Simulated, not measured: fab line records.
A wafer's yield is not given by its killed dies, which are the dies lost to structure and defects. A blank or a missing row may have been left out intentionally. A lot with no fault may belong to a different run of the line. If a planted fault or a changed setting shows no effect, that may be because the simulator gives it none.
Chamber matching -- flow berkeley-cmos170 -- UCB170_SPACER_ETCHBACK_03 on rie-diel-03 has 4 sister chambers
The step etches SiO2 in CHF3/CF4/Ar, stops on Si, target depth 376 nm, time 100 s. 14 wafers are shown with their chamber, then 7 later ones without.

## EACH WAFER AND ITS CHAMBER
wafer,chamber,drypump-motor-current-A (A),throttle-valve-pct (%),oes-product-au (a.u.)
L954.1,0,6.2,6.60,0.861
L954.2,1,6.6,6.32,0.908
L954.5,0,6.2,6.60,0.887
L957.1,2,6.0,6.46,0.909
L957.4,3,5.3,6.34,0.912
L957.5,3,5.3,6.35,0.900
L966.2,0,6.2,6.61,0.861
L966.3,1,6.6,6.31,0.909
L966.4,2,5.9,6.46,0.893
L972.2,1,6.6,6.32,0.913
L972.3,2,5.9,6.46,0.904
L972.6,3,5.3,6.36,0.919
L976.3,2,5.9,6.44,0.890
L976.5,3,5.3,6.35,0.912

SIGNATURES (averages over the wafers above)
reading,chamber 0,chamber 1,chamber 2,chamber 3,scatter within a chamber
drypump-motor-current-A,6.200,6.600,5.925,5.300,0.0274
throttle-valve-pct,6.6033,6.3167,6.4550,6.3500,0.00796
oes-product-au,0.86967,0.91000,0.89900,0.91075,0.00945
Rule: for each reading, subtract the chamber's mean from the wafer's reading, divide by that reading's scatter and square the result; add these up over the readings and take the root, which gives the wafer's distance from the chamber. The wafer belongs to the nearest chamber; if the next one is less than 2 further off, it can't be placed. The scatter: the root of (the sum of the squares of (reading less its chamber's mean) over the shown wafers, divided by (wafers less chambers)).

## WAFERS WHOSE CHAMBER IS MISSING
wafer,drypump-motor-current-A (A),throttle-valve-pct (%),oes-product-au (a.u.)
L976.6,6.2,6.61,0.882
L973.2,6.2,6.62,0.881
L973.4,5.3,6.35,0.902
L973.6,5.3,6.35,0.917
L977.1,6.6,6.32,0.916
L977.4,6.2,6.62,0.878
L977.5,6.2,6.61,0.889

## WHICH CHAMBER EACH WENT THROUGH
wafer,from the rows above,in truth
L976.6,0,0
L973.2,0,0
L973.4,3,3
L973.6,3,3
L977.1,1,1
L977.4,0,0
L977.5,0,0
Correctly placed: 7 of 7. From these rows, 0 cannot be placed. 0 placed wrongly.
